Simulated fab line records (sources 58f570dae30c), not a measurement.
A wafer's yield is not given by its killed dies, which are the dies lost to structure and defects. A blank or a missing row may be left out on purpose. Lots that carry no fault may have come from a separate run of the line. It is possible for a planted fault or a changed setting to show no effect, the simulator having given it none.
Split-lot experiment -- flow berkeley-cmos170 -- 23 wafers read across 5 lots, on a route 331 steps long

## THE SPLIT ITSELF
At UCB170_NSD_EXPOSE_03 (exposes mask NSELECT MOD, target cd 1200 nm), the setting dose-mj was moved away from the recipe's 30 on 8 of the 23 wafers read, by -3.7% to +7.1%. For the rest of the wafers, this setting stayed at what the recipe calls for.

## FROM THE SPLIT TO THE READING: what the file shows between them, 2 steps
- UCB170_NSD_PEB_04
- UCB170_NSD_DEVELOP_05: develop time 45 s

## THE READING
cd-nm at UCB170_NSD_CD_MEAS_06, given in nm (cd target 1200 nm). Typical for fault-free wafers on this fab line: 1199.0 nm, with standard deviation 1.3 nm.

wafer,"tool, chamber at the split",dose-mj as run,against the recipe,"cd-nm, nm",against lot-mates on the recipe
L076.1,"krf-scanner-02, 0",30,recipe,1196.8,-
L076.2,"krf-scanner-02, 0",32.14,+7.1%,1209.1,+11.9
L076.3,"krf-scanner-02, 0",32.14,+7.1%,1210.1,+12.9
L076.5,"krf-scanner-02, 0",30,recipe,1197.6,-
L076.6,"krf-scanner-02, 0",30,recipe,1197.3,-
L080.1,"krf-scanner-02, 0",30,recipe,1199.7,-
L080.2,"krf-scanner-02, 0",29.32,-2.3%,1194.0,-5.4
L080.3,"krf-scanner-02, 0",29.32,-2.3%,1194.9,-4.5
L080.4,"krf-scanner-02, 0",30,recipe,1199.9,-
L080.6,"krf-scanner-02, 0",30,recipe,1198.7,-
L081.2,"krf-scanner-02, 0",31.46,+4.9%,1206.8,+9.4
L081.3,"krf-scanner-02, 0",31.46,+4.9%,1206.5,+9.1
L081.4,"krf-scanner-02, 0",30,recipe,1196.9,-
L081.5,"krf-scanner-02, 0",30,recipe,1198.5,-
L081.6,"krf-scanner-02, 0",30,recipe,1196.7,-
L082.1,"krf-scanner-02, 0",30,recipe,1199.6,-
L082.4,"krf-scanner-02, 0",30,recipe,1199.3,-
L082.6,"krf-scanner-02, 0",30,recipe,1200.2,-
L083.1,"krf-scanner-01, 0",30,recipe,1196.9,-
L083.2,"krf-scanner-01, 0",30,recipe,1199.0,-
L083.4,"krf-scanner-01, 0",30,recipe,1199.9,-
L083.5,"krf-scanner-01, 0",28.89,-3.7%,1192.5,-6.1
L083.6,"krf-scanner-01, 0",28.89,-3.7%,1191.9,-6.7

THE FIT
A straight line over all 23 wafers: cd-nm changes by +1.63 nm for each +1% of dose-mj; r = +0.97; the points scatter about the line by 1.1 nm.
The same after taking each lot's own level away (the mean of its wafers on the recipe; 23 wafers): +1.81 nm for each +1%; r = +0.99; scatter 0.76 nm.
Per that fit: largest dose-mj move, reading shift of 13 nm.
Across the lots, their own levels run from 1197.23 to 1199.70 nm, a range of 1.9 times the standard deviation given above.
The two slopes are in agreement: the lot-to-lot level therefore moves the slope only a little.
Check: for one of the wafers moved furthest among these (+7.1%), held out of the fit, the line's prediction against its lot-mates is +13.2 nm. Against them it came out at +11.9 nm.

## ADDITIONAL SPLITS CARRIED BY THESE WAFERS
These wafers also went through other splits before the reading. Each is held against what the fit with the lots' levels taken away leaves over:
other split on the same wafers,wafers away from the commonest value,r with cd-nm (lot level and that fit taken away)
UCB170_SPACER_CVD_00 time-s,11,+0.09
UCB170_PSD_EXPOSE_03 dose-mj,8,+0.06

## FILE'S OWN FIT
cd-nm changes by +1.8 nm for each +1% of dose-mj, r = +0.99.
